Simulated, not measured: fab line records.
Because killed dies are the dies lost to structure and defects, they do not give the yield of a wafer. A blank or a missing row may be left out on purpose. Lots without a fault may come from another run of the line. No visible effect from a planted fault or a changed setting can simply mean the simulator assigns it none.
What tool caused it? / flow berkeley cmos170 / 14 lots with 42 wafers sampled at 5 steps, on a route of 331 steps

WHAT EACH GAUGE READ, for each wafer
UCB170_NVT_OVL_MEAS_06. Usual: NVT_OVL gives -2 nm (standard deviation 6.9).
lot=L911; measured=day 6 15:31; on=overlay-01; NVT_OVL (nm)=-4 -2 7; flag=
lot=L912; measured=day 6 15:38; on=overlay-01; NVT_OVL (nm)=-7 -2 4; flag=
lot=L914; measured=day 7 02:19; on=overlay-01; NVT_OVL (nm)=4 -4 4; flag=
lot=L913; measured=day 7 02:26; on=overlay-01; NVT_OVL (nm)=-15 -8 -9; flag=
lot=L915; measured=day 7 02:29; on=overlay-02; NVT_OVL (nm)=-9 -10 2; flag=
lot=L916; measured=day 7 18:29; on=overlay-01; NVT_OVL (nm)=6 -1 6; flag=
lot=L919; measured=day 8 00:05; on=overlay-02; NVT_OVL (nm)=-2 -8 -5; flag=
lot=L918; measured=day 8 00:22; on=overlay-01; NVT_OVL (nm)=7 2 -6; flag=
lot=L917; measured=day 8 00:38; on=overlay-02; NVT_OVL (nm)=-7 -2 -9; flag=
lot=L924; measured=day 9 04:46; on=overlay-02; NVT_OVL (nm)=11 2 -4; flag=
lot=L926; measured=day 9 14:09; on=overlay-01; NVT_OVL (nm)=0 6 -9; flag=
lot=L929; measured=day 9 19:25; on=overlay-01; NVT_OVL (nm)=15 4 11; flag=
lot=L930; measured=day 10 05:07; on=overlay-01; NVT_OVL (nm)=-3 -5 -10; flag=
lot=L933; measured=day 10 19:43; on=overlay-02; NVT_OVL (nm)=-13 -6 -12; flag=

UCB170_M2_CD_MEAS_90 targets a cd of 700 nm. Usual: 700.0 nm for cd nm, sd 2.9.
lot=L911; measured=day 8 20:46; on=cd sem-02; cd nm (nm)=703.3 697.1 696.8; flag=
lot=L912; measured=day 8 17:41; on=cd sem-02; cd nm (nm)=703.3 698.8 696.5; flag=
lot=L914; measured=day 9 06:47; on=cd sem-01; cd nm (nm)=700.1 700.4 700.5; flag=
lot=L913; measured=day 9 06:31; on=cd sem-01; cd nm (nm)=697.4 695.2 695.4; flag=
lot=L915; measured=day 9 01:43; on=cd sem-01; cd nm (nm)=699.8 700.3 700.3; flag=
lot=L916; measured=day 9 20:32; on=cd sem-01; cd nm (nm)=696.9 700.1 698.8; flag=
lot=L919; measured=day 10 03:57; on=cd sem-02; cd nm (nm)=699.8 702.5 698.7; flag=
lot=L918; measured=day 10 01:28; on=cd sem-02; cd nm (nm)=696.2 697.1 695.4; flag=
lot=L917; measured=day 10 04:16; on=cd sem-01; cd nm (nm)=695.9 700.7 697.7; flag=
lot=L924; measured=day 11 08:26; on=cd sem-02; cd nm (nm)=708.9 711.1 713.0 708.8 711.1 712.9; flag=OFF
lot=L926; measured=day 11 14:23; on=cd sem-02; cd nm (nm)=714.0 714.6 712.1 713.6 714.5 712.3; flag=OFF
lot=L929; measured=day 11 19:20; on=cd sem-01; cd nm (nm)=700.0 699.6 699.3; flag=
lot=L930; measured=day 12 04:11; on=cd sem-02; cd nm (nm)=701.3 696.2 698.8; flag=
lot=L933; measured=day 12 17:14; on=cd sem-02; cd nm (nm)=704.7 701.8 702.8; flag=

WHICH TOOL RAN EACH LOT (tool, then ch and the chambers of the sampled wafers, then the start)
lot=L911; UCB170_M2_STRIP_07=plasma asher-03 ch 0,1, day 8 18:26; UCB170_M2_METAL_ETCH_18=rie metal-04 ch 0,1, day 8 20:27; UCB170_M2_STRIP_19=plasma asher-03 ch 0,1, day 8 20:38
lot=L912; UCB170_M2_STRIP_07=plasma asher-03 ch 0,1, day 8 15:40; UCB170_M2_METAL_ETCH_18=rie metal-01 ch 0,1, day 8 17:22; UCB170_M2_STRIP_19=plasma asher-02 ch 0,1, day 8 17:34
lot=L914; UCB170_M2_STRIP_07=plasma asher-03 ch 0,1, day 9 04:46; UCB170_M2_METAL_ETCH_18=rie metal-02 ch 0,1, day 9 06:29; UCB170_M2_STRIP_19=plasma asher-01 ch 0,1, day 9 06:41
lot=L913; UCB170_M2_STRIP_07=plasma asher-01 ch 0,1, day 9 04:34; UCB170_M2_METAL_ETCH_18=rie metal-01 ch 0,1, day 9 06:13; UCB170_M2_STRIP_19=plasma asher-02 ch 0,1, day 9 06:24
lot=L915; UCB170_M2_STRIP_07=plasma asher-02 ch 0,1, day 8 23:58; UCB170_M2_METAL_ETCH_18=rie metal-02 ch 0,1, day 9 01:26; UCB170_M2_STRIP_19=plasma asher-01 ch 0,1, day 9 01:36
lot=L916; UCB170_M2_STRIP_07=plasma asher-02 ch 0, day 9 18:19; UCB170_M2_METAL_ETCH_18=rie metal-01 ch 1, day 9 20:13; UCB170_M2_STRIP_19=plasma asher-02 ch 0,1, day 9 20:25
lot=L919; UCB170_M2_STRIP_07=plasma asher-02 ch 0,1, day 10 01:59; UCB170_M2_METAL_ETCH_18=rie metal-02 ch 0,1, day 10 03:40; UCB170_M2_STRIP_19=plasma asher-03 ch 0,1, day 10 03:51
lot=L918; UCB170_M2_STRIP_07=plasma asher-03 ch 0,1, day 9 21:44; UCB170_M2_METAL_ETCH_18=rie metal-04 ch 0,1, day 10 01:12; UCB170_M2_STRIP_19=plasma asher-02 ch 0,1, day 10 01:22
lot=L917; UCB170_M2_STRIP_07=plasma asher-01 ch 0,1, day 10 02:08; UCB170_M2_METAL_ETCH_18=rie metal-01 ch 0,1, day 10 04:00; UCB170_M2_STRIP_19=plasma asher-03 ch 0,1, day 10 04:10
lot=L924; UCB170_M2_STRIP_07=plasma asher-03 ch 0,1, day 11 06:38; UCB170_M2_METAL_ETCH_18=rie metal-01 ch 0,1, day 11 08:07; UCB170_M2_STRIP_19=plasma asher-03 ch 1, day 11 08:19
lot=L926; UCB170_M2_STRIP_07=plasma asher-03 ch 0,1, day 11 11:42; UCB170_M2_METAL_ETCH_18=rie metal-01 ch 0,1, day 11 14:06; UCB170_M2_STRIP_19=plasma asher-03 ch 0,1, day 11 14:15
lot=L929; UCB170_M2_STRIP_07=plasma asher-03 ch 0,1, day 11 16:49; UCB170_M2_METAL_ETCH_18=rie metal-02 ch 0, day 11 18:59; UCB170_M2_STRIP_19=plasma asher-02 ch 0,1, day 11 19:13
lot=L930; UCB170_M2_STRIP_07=plasma asher-02 ch 0,1, day 12 02:23; UCB170_M2_METAL_ETCH_18=rie metal-02 ch 0, day 12 03:43; UCB170_M2_STRIP_19=plasma asher-02 ch 0,1, day 12 04:05
lot=L933; UCB170_M2_STRIP_07=plasma asher-02 ch 0,1, day 12 15:29; UCB170_M2_METAL_ETCH_18=rie metal-02 ch 0,1, day 12 16:56; UCB170_M2_STRIP_19=plasma asher-02 ch 0,1, day 12 17:07
- UCB170_M2_STRIP_07: strips in O2.
- UCB170_M2_METAL_ETCH_18: etches Al in Cl2/BCl3, stops on SiO2, target depth 1170 nm, time 195 s.
- UCB170_M2_STRIP_19: strips in O2.

WHAT THE TOOLS THEMSELVES READ (means of the sampled wafers that have a number; where no wafer has one, the mark that the record gives instead)
UCB170_M2_STRIP_07. Usual: chamber pressure mTorr 3500 mTorr, standard deviation 3; drypump motor current A 5.73 A, standard deviation 0.27; oes product au 0.734 a.u., standard deviation 0.0041; strip time to endpoint s 21.97 s, standard deviation 0.054.
lot=L911; tool=plasma asher-03; chamber pressure mTorr (mTorr)=3501; drypump motor current A (A)=5.67; oes product au (a.u.)=0.731; strip time to endpoint s (s)=21.97; flag=
lot=L912; tool=plasma asher-03; chamber pressure mTorr (mTorr)=3500; drypump motor current A (A)=5.50; oes product au (a.u.)=0.733; strip time to endpoint s (s)=21.99; flag=
lot=L914; tool=plasma asher-03; chamber pressure mTorr (mTorr)=3501; drypump motor current A (A)=5.48; oes product au (a.u.)=0.738; strip time to endpoint s (s)=21.97; flag=
lot=L913; tool=plasma asher-01; chamber pressure mTorr (mTorr)=3501; drypump motor current A (A)=5.91; oes product au (a.u.)=0.736; strip time to endpoint s (s)=21.89; flag=
lot=L915; tool=plasma asher-02; chamber pressure mTorr (mTorr)=3497; drypump motor current A (A)=5.88; oes product au (a.u.)=0.734; strip time to endpoint s (s)=22.01; flag=
lot=L916; tool=plasma asher-02; chamber pressure mTorr (mTorr)=3502; drypump motor current A (A)=5.61; oes product au (a.u.)=0.737; strip time to endpoint s (s)=21.92; flag=
lot=L919; tool=plasma asher-02; chamber pressure mTorr (mTorr)=3507; drypump motor current A (A)=5.75; oes product au (a.u.)=0.733; strip time to endpoint s (s)=22.04; flag=
lot=L918; tool=plasma asher-03; chamber pressure mTorr (mTorr)=3498; drypump motor current A (A)=5.68; oes product au (a.u.)=0.736; strip time to endpoint s (s)=21.96; flag=
lot=L917; tool=plasma asher-01; chamber pressure mTorr (mTorr)=3500; drypump motor current A (A)=5.94; oes product au (a.u.)=0.732; strip time to endpoint s (s)=21.92; flag=
lot=L924; tool=plasma asher-03; chamber pressure mTorr (mTorr)=3500; drypump motor current A (A)=5.67; oes product au (a.u.)=0.736; strip time to endpoint s (s)=21.96; flag=
lot=L926; tool=plasma asher-03; chamber pressure mTorr (mTorr)=3501; drypump motor current A (A)=5.68; oes product au (a.u.)=0.734; strip time to endpoint s (s)=21.93; flag=
lot=L929; tool=plasma asher-03; chamber pressure mTorr (mTorr)=3499; drypump motor current A (A)=5.48; oes product au (a.u.)=0.733; strip time to endpoint s (s)=21.99; flag=
lot=L930; tool=plasma asher-02; chamber pressure mTorr (mTorr)=3501; drypump motor current A (A)=5.76; oes product au (a.u.)=0.733; strip time to endpoint s (s)=21.98; flag=
lot=L933; tool=plasma asher-02; chamber pressure mTorr (mTorr)=3499; drypump motor current A (A)=5.91; oes product au (a.u.)=0.734; strip time to endpoint s (s)=22.04; flag=

UCB170_M2_METAL_ETCH_18. Usual: chamber pressure mTorr 11.999 mTorr, standard deviation 0.01; drypump motor current A 5.6 A, standard deviation 0.42; oes product au 0.862 a.u., standard deviation 0.013; throttle valve pct 24.24 %, standard deviation 0.27.
lot=L911; tool=rie metal-04; chamber pressure mTorr (mTorr)=11.999; drypump motor current A (A)=5.0; oes product au (a.u.)=0.855; throttle valve pct (%)=24.07; flag=
lot=L912; tool=rie metal-01; chamber pressure mTorr (mTorr)=12.005; drypump motor current A (A)=5.9; oes product au (a.u.)=0.867; throttle valve pct (%)=24.47; flag=
lot=L914; tool=rie metal-02; chamber pressure mTorr (mTorr)=11.999; drypump motor current A (A)=5.5; oes product au (a.u.)=0.860; throttle valve pct (%)=24.22; flag=
lot=L913; tool=rie metal-01; chamber pressure mTorr (mTorr)=11.988; drypump motor current A (A)=5.9; oes product au (a.u.)=0.869; throttle valve pct (%)=24.47; flag=
lot=L915; tool=rie metal-02; chamber pressure mTorr (mTorr)=11.992; drypump motor current A (A)=5.5; oes product au (a.u.)=0.860; throttle valve pct (%)=24.23; flag=
lot=L916; tool=rie metal-01; chamber pressure mTorr (mTorr)=11.999; drypump motor current A (A)=5.6; oes product au (a.u.)=0.888; throttle valve pct (%)=24.67; flag=
lot=L919; tool=rie metal-02; chamber pressure mTorr (mTorr)=11.992; drypump motor current A (A)=5.5; oes product au (a.u.)=0.849; throttle valve pct (%)=24.22; flag=
lot=L918; tool=rie metal-04; chamber pressure mTorr (mTorr)=11.994; drypump motor current A (A)=5.0; oes product au (a.u.)=0.860; throttle valve pct (%)=24.06; flag=
lot=L917; tool=rie metal-01; chamber pressure mTorr (mTorr)=12.005; drypump motor current A (A)=6.1; oes product au (a.u.)=0.866; throttle valve pct (%)=24.28; flag=
lot=L924; tool=rie metal-01; chamber pressure mTorr (mTorr)=11.997; drypump motor current A (A)=6.1; oes product au (a.u.)=0.864; throttle valve pct (%)=24.28; flag=
lot=L926; tool=rie metal-01; chamber pressure mTorr (mTorr)=11.993; drypump motor current A (A)=5.9; oes product au (a.u.)=0.857; throttle valve pct (%)=24.46; flag=
lot=L929; tool=rie metal-02; chamber pressure mTorr (mTorr)=11.999; drypump motor current A (A)=5.6; oes product au (a.u.)=0.848; throttle valve pct (%)=24.11; flag=
lot=L930; tool=rie metal-02; chamber pressure mTorr (mTorr)=12.000; drypump motor current A (A)=5.6; oes product au (a.u.)=0.846; throttle valve pct (%)=24.11; flag=
lot=L933; tool=rie metal-02; chamber pressure mTorr (mTorr)=12.001; drypump motor current A (A)=5.5; oes product au (a.u.)=0.854; throttle valve pct (%)=24.42; flag=

UCB170_M2_STRIP_19. Usual: chamber pressure mTorr 3500 mTorr, standard deviation 3.3; drypump motor current A 5.73 A, standard deviation 0.27; oes product au 0.529 a.u., standard deviation 0.015.
lot=L911; tool=plasma asher-03; chamber pressure mTorr (mTorr)=3499; drypump motor current A (A)=5.65; oes product au (a.u.)=0.526; flag=
lot=L912; tool=plasma asher-02; chamber pressure mTorr (mTorr)=3501; drypump motor current A (A)=5.76; oes product au (a.u.)=0.529; flag=
lot=L914; tool=plasma asher-01; chamber pressure mTorr (mTorr)=3500; drypump motor current A (A)=5.93; oes product au (a.u.)=0.523; flag=
lot=L913; tool=plasma asher-02; chamber pressure mTorr (mTorr)=3501; drypump motor current A (A)=5.76; oes product au (a.u.)=0.521; flag=
lot=L915; tool=plasma asher-01; chamber pressure mTorr (mTorr)=3498; drypump motor current A (A)=5.73; oes product au (a.u.)=0.529; flag=
lot=L916; tool=plasma asher-02; chamber pressure mTorr (mTorr)=3500; drypump motor current A (A)=5.76; oes product au (a.u.)=0.544; flag=
lot=L919; tool=plasma asher-03; chamber pressure mTorr (mTorr)=3498; drypump motor current A (A)=5.49; oes product au (a.u.)=0.524; flag=
lot=L918; tool=plasma asher-02; chamber pressure mTorr (mTorr)=3501; drypump motor current A (A)=5.87; oes product au (a.u.)=0.531; flag=
lot=L917; tool=plasma asher-03; chamber pressure mTorr (mTorr)=3495; drypump motor current A (A)=5.67; oes product au (a.u.)=0.522; flag=
lot=L924; tool=plasma asher-03; chamber pressure mTorr (mTorr)=3499; drypump motor current A (A)=5.86; oes product au (a.u.)=0.670; flag=OFF
lot=L926; tool=plasma asher-03; chamber pressure mTorr (mTorr)=3502; drypump motor current A (A)=5.51; oes product au (a.u.)=0.685; flag=OFF
lot=L929; tool=plasma asher-02; chamber pressure mTorr (mTorr)=3503; drypump motor current A (A)=5.89; oes product au (a.u.)=0.520; flag=
lot=L930; tool=plasma asher-02; chamber pressure mTorr (mTorr)=3500; drypump motor current A (A)=5.76; oes product au (a.u.)=0.529; flag=
lot=L933; tool=plasma asher-02; chamber pressure mTorr (mTorr)=3500; drypump motor current A (A)=5.88; oes product au (a.u.)=0.539; flag=

THE ANSWER, worked out from the rows above alone
Rule: lot off if the mean of its wafers having a number is beyond 3 standard deviations from the usual mean. A lot without any number at a reading at which 4 lots or more have one is off too. The other lots that the step has rows for count as sound. Order of review: gauges by route order, followed by the tools' own readings, for which a lot's mean as printed above is used. At the first step where some lot is off, the reading lying furthest off is the one used; lots without a number count as furthest.
Off: L924, L926 (UCB170_M2_CD_MEAS_90, cd nm).
If a tool, at a process step before that reading, ran all the lots that are off and no sound lot after the first of them, it fits. The gauges at UCB170_M2_CD_MEAS_90 aren't tried: what is off there is off at UCB170_M2_STRIP_19 too, on other tools, and a gauge's error can't cause that. This does not decide it: 2 tools fit, namely rie metal-01 at UCB170_M2_METAL_ETCH_18 and plasma asher-03 at UCB170_M2_STRIP_19.

WHAT THE SIMULATOR HAD PUT IN
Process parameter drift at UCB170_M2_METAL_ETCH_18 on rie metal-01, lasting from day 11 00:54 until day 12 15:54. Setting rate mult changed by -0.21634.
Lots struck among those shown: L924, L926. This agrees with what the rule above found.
